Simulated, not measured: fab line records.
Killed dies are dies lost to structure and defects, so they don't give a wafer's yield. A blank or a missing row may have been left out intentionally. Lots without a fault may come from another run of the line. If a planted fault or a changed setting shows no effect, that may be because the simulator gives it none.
Split-lot trial / flow rit_cmos / on a route of 202 steps: 5 lots, 23 wafers read

ABOUT THE SPLIT
At RIT_GATE_COAT_11 (resist thk 850 nm), the setting resist_thk_nm was moved away from the recipe's 850 nm on 10 of the 23 wafers read, by -5.5% to +5.6%. For the rest of the wafers, this setting stayed at what the recipe calls for.

FROM THE SPLIT TO THE READING: what the file shows between them, 2 steps
- RIT_GATE_DEVELOP_15: develop time 50 s (also split here: develop_time_s)
- RIT_GATE_HARDBAKE_18: time 60 s

THE READING
NOVOLAK_of_GATE_COAT_11.thk_nm (the simulator's own value, which no gauge read), in nm, at RIT_GATE_ETCH_19 (etches poly-Si in SF6/CHF3/O2, stops on SiO2, time 165 s, target depth 312.5 nm). The file does not state a usual value for it. Across the 13 wafers here that went through the recipe, the average is 671.8 nm and the standard deviation 2.4 nm.

wafer=L074.1; tool, chamber at the split=litho_track-03, 0; resist_thk_nm as run, nm=850; against the recipe=recipe; NOVOLAK_of_GATE_COAT_11.thk_nm, nm=669.9; against lot-mates on the recipe=-
wafer=L074.2; tool, chamber at the split=litho_track-03, 0; resist_thk_nm as run, nm=850; against the recipe=recipe; NOVOLAK_of_GATE_COAT_11.thk_nm, nm=671.5; against lot-mates on the recipe=-
wafer=L074.3; tool, chamber at the split=litho_track-03, 0; resist_thk_nm as run, nm=897.2; against the recipe=+5.6%; NOVOLAK_of_GATE_COAT_11.thk_nm, nm=715.3; against lot-mates on the recipe=+44.1
wafer=L074.5; tool, chamber at the split=litho_track-03, 0; resist_thk_nm as run, nm=897.2; against the recipe=+5.6%; NOVOLAK_of_GATE_COAT_11.thk_nm, nm=709.3; against lot-mates on the recipe=+38.1
wafer=L074.6; tool, chamber at the split=litho_track-03, 0; resist_thk_nm as run, nm=850; against the recipe=recipe; NOVOLAK_of_GATE_COAT_11.thk_nm, nm=672.3; against lot-mates on the recipe=-
wafer=L080.2; tool, chamber at the split=litho_track-02, 0; resist_thk_nm as run, nm=869; against the recipe=+2.2%; NOVOLAK_of_GATE_COAT_11.thk_nm, nm=685.5; against lot-mates on the recipe=+12.0
wafer=L080.3; tool, chamber at the split=litho_track-02, 0; resist_thk_nm as run, nm=850; against the recipe=recipe; NOVOLAK_of_GATE_COAT_11.thk_nm, nm=675.1; against lot-mates on the recipe=-
wafer=L080.4; tool, chamber at the split=litho_track-02, 0; resist_thk_nm as run, nm=850; against the recipe=recipe; NOVOLAK_of_GATE_COAT_11.thk_nm, nm=670.1; against lot-mates on the recipe=-
wafer=L080.5; tool, chamber at the split=litho_track-02, 0; resist_thk_nm as run, nm=850; against the recipe=recipe; NOVOLAK_of_GATE_COAT_11.thk_nm, nm=675.4; against lot-mates on the recipe=-
wafer=L080.6; tool, chamber at the split=litho_track-02, 0; resist_thk_nm as run, nm=869; against the recipe=+2.2%; NOVOLAK_of_GATE_COAT_11.thk_nm, nm=690.8; against lot-mates on the recipe=+17.3
wafer=L083.1; tool, chamber at the split=litho_track-04, 0; resist_thk_nm as run, nm=850; against the recipe=recipe; NOVOLAK_of_GATE_COAT_11.thk_nm, nm=671; against lot-mates on the recipe=-
wafer=L083.2; tool, chamber at the split=litho_track-04, 0; resist_thk_nm as run, nm=803.6; against the recipe=-5.5%; NOVOLAK_of_GATE_COAT_11.thk_nm, nm=629.8; against lot-mates on the recipe=-39.2
wafer=L083.3; tool, chamber at the split=litho_track-04, 0; resist_thk_nm as run, nm=850; against the recipe=recipe; NOVOLAK_of_GATE_COAT_11.thk_nm, nm=667.1; against lot-mates on the recipe=-
wafer=L083.4; tool, chamber at the split=litho_track-04, 0; resist_thk_nm as run, nm=803.6; against the recipe=-5.5%; NOVOLAK_of_GATE_COAT_11.thk_nm, nm=630.7; against lot-mates on the recipe=-38.3
wafer=L083.6; tool, chamber at the split=litho_track-04, 0; resist_thk_nm as run, nm=803.6; against the recipe=-5.5%; NOVOLAK_of_GATE_COAT_11.thk_nm, nm=629.1; against lot-mates on the recipe=-39.9
wafer=L084.2; tool, chamber at the split=litho_track-03, 0; resist_thk_nm as run, nm=850; against the recipe=recipe; NOVOLAK_of_GATE_COAT_11.thk_nm, nm=669.4; against lot-mates on the recipe=-
wafer=L084.4; tool, chamber at the split=litho_track-03, 0; resist_thk_nm as run, nm=850; against the recipe=recipe; NOVOLAK_of_GATE_COAT_11.thk_nm, nm=670.6; against lot-mates on the recipe=-
wafer=L084.5; tool, chamber at the split=litho_track-03, 0; resist_thk_nm as run, nm=850; against the recipe=recipe; NOVOLAK_of_GATE_COAT_11.thk_nm, nm=674.3; against lot-mates on the recipe=-
wafer=L085.1; tool, chamber at the split=litho_track-04, 0; resist_thk_nm as run, nm=812.3; against the recipe=-4.4%; NOVOLAK_of_GATE_COAT_11.thk_nm, nm=636.7; against lot-mates on the recipe=-36.8
wafer=L085.2; tool, chamber at the split=litho_track-04, 0; resist_thk_nm as run, nm=812.3; against the recipe=-4.4%; NOVOLAK_of_GATE_COAT_11.thk_nm, nm=639.9; against lot-mates on the recipe=-33.6
wafer=L085.4; tool, chamber at the split=litho_track-04, 0; resist_thk_nm as run, nm=812.3; against the recipe=-4.4%; NOVOLAK_of_GATE_COAT_11.thk_nm, nm=641; against lot-mates on the recipe=-32.5
wafer=L085.5; tool, chamber at the split=litho_track-04, 0; resist_thk_nm as run, nm=850; against the recipe=recipe; NOVOLAK_of_GATE_COAT_11.thk_nm, nm=673.4; against lot-mates on the recipe=-
wafer=L085.6; tool, chamber at the split=litho_track-04, 0; resist_thk_nm as run, nm=850; against the recipe=recipe; NOVOLAK_of_GATE_COAT_11.thk_nm, nm=673.5; against lot-mates on the recipe=-

THE FIT
A straight line over all 23 wafers: NOVOLAK_of_GATE_COAT_11.thk_nm changes by +7.45 nm for each +1% of resist_thk_nm; r = +0.99; the points scatter about the line by 2.4 nm.
The same after taking each lot's own level away (the mean of its wafers on the recipe; 23 wafers): +7.34 nm for each +1%; r = +1.00; scatter 2.2 nm.
That fit puts the effect of the largest move of resist_thk_nm on the reading at 41 nm.
Measured against the standard deviation above, the lots' own levels, which go from 669.05 to 673.53 nm, span 1.9 times it.
The two slopes agree, so the slope changes little with the lot-to-lot level.
Check: for one of the wafers moved furthest among these (+5.6%), held out of the fit, the line's prediction against its lot-mates is +39.5 nm. Against them it came out at +44.1 nm.

THE OTHER SPLITS THESE WAFERS WENT THROUGH
Before the reading, these wafers also passed through other splits. Each is held against what the fit with the lots' levels taken away leaves over:
other split on the same wafers=RIT_ACTIVE_CVD_03 temp_c; wafers away from the commonest value=15; r with NOVOLAK_of_GATE_COAT_11.thk_nm (lot level and that fit taken away)=+0.26
other split on the same wafers=RIT_ACTIVE_ETCH_13 rf_w; wafers away from the commonest value=8; r with NOVOLAK_of_GATE_COAT_11.thk_nm (lot level and that fit taken away)=+0.07
other split on the same wafers=RIT_NWELL_IMPLANT_08 dose_cm2; wafers away from the commonest value=5; r with NOVOLAK_of_GATE_COAT_11.thk_nm (lot level and that fit taken away)=-0.15
other split on the same wafers=RIT_PWELL_IMPLANT_08 dose_cm2; wafers away from the commonest value=8; r with NOVOLAK_of_GATE_COAT_11.thk_nm (lot level and that fit taken away)=-0.06
other split on the same wafers=RIT_NRETRO_COAT_01 spin_rpm; wafers away from the commonest value=8; r with NOVOLAK_of_GATE_COAT_11.thk_nm (lot level and that fit taken away)=-0.14
other split on the same wafers=RIT_NRETRO_IMPLANT_08 energy_kev; wafers away from the commonest value=9; r with NOVOLAK_of_GATE_COAT_11.thk_nm (lot level and that fit taken away)=+0.09
other split on the same wafers=RIT_PRETRO_COAT_01 spin_rpm; wafers away from the commonest value=11; r with NOVOLAK_of_GATE_COAT_11.thk_nm (lot level and that fit taken away)=-0.15
other split on the same wafers=RIT_GATE_OXIDATION_05 ox_time_s; wafers away from the commonest value=18; r with NOVOLAK_of_GATE_COAT_11.thk_nm (lot level and that fit taken away)=-0.06
other split on the same wafers=RIT_GATE_DEVELOP_15 develop_time_s; wafers away from the commonest value=7; r with NOVOLAK_of_GATE_COAT_11.thk_nm (lot level and that fit taken away)=+0.36

THE WHOLE CHAIN: every reading that the file lists as answering this split, in the file's order
step=RIT_GATE_COAT_11; what it does=resist thk 850 nm; reading=NOVOLAK_of_GATE_COAT_11.thk_nm (the simulator's own value, which no gauge read); change (the file's fit)=+8.66 nm for each +1% of the setting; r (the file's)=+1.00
step=RIT_GATE_HARDBAKE_18; what it does=time 60 s; reading=NOVOLAK_of_GATE_COAT_11.thk_nm (the simulator's own value, which no gauge read); change (the file's fit)=+7.59 nm for each +1% of the setting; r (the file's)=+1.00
step=RIT_GATE_ETCH_19; what it does=etches poly-Si in SF6/CHF3/O2, stops on SiO2, time 165 s, target depth 312.5 nm; reading=NOVOLAK_of_GATE_COAT_11.thk_nm (the simulator's own value, which no gauge read); change (the file's fit)=+7.35 nm for each +1% of the setting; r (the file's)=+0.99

THE FILE'S OWN FIT
NOVOLAK_of_GATE_COAT_11.thk_nm changes by +7.35 nm for each +1% of resist_thk_nm, r = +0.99.
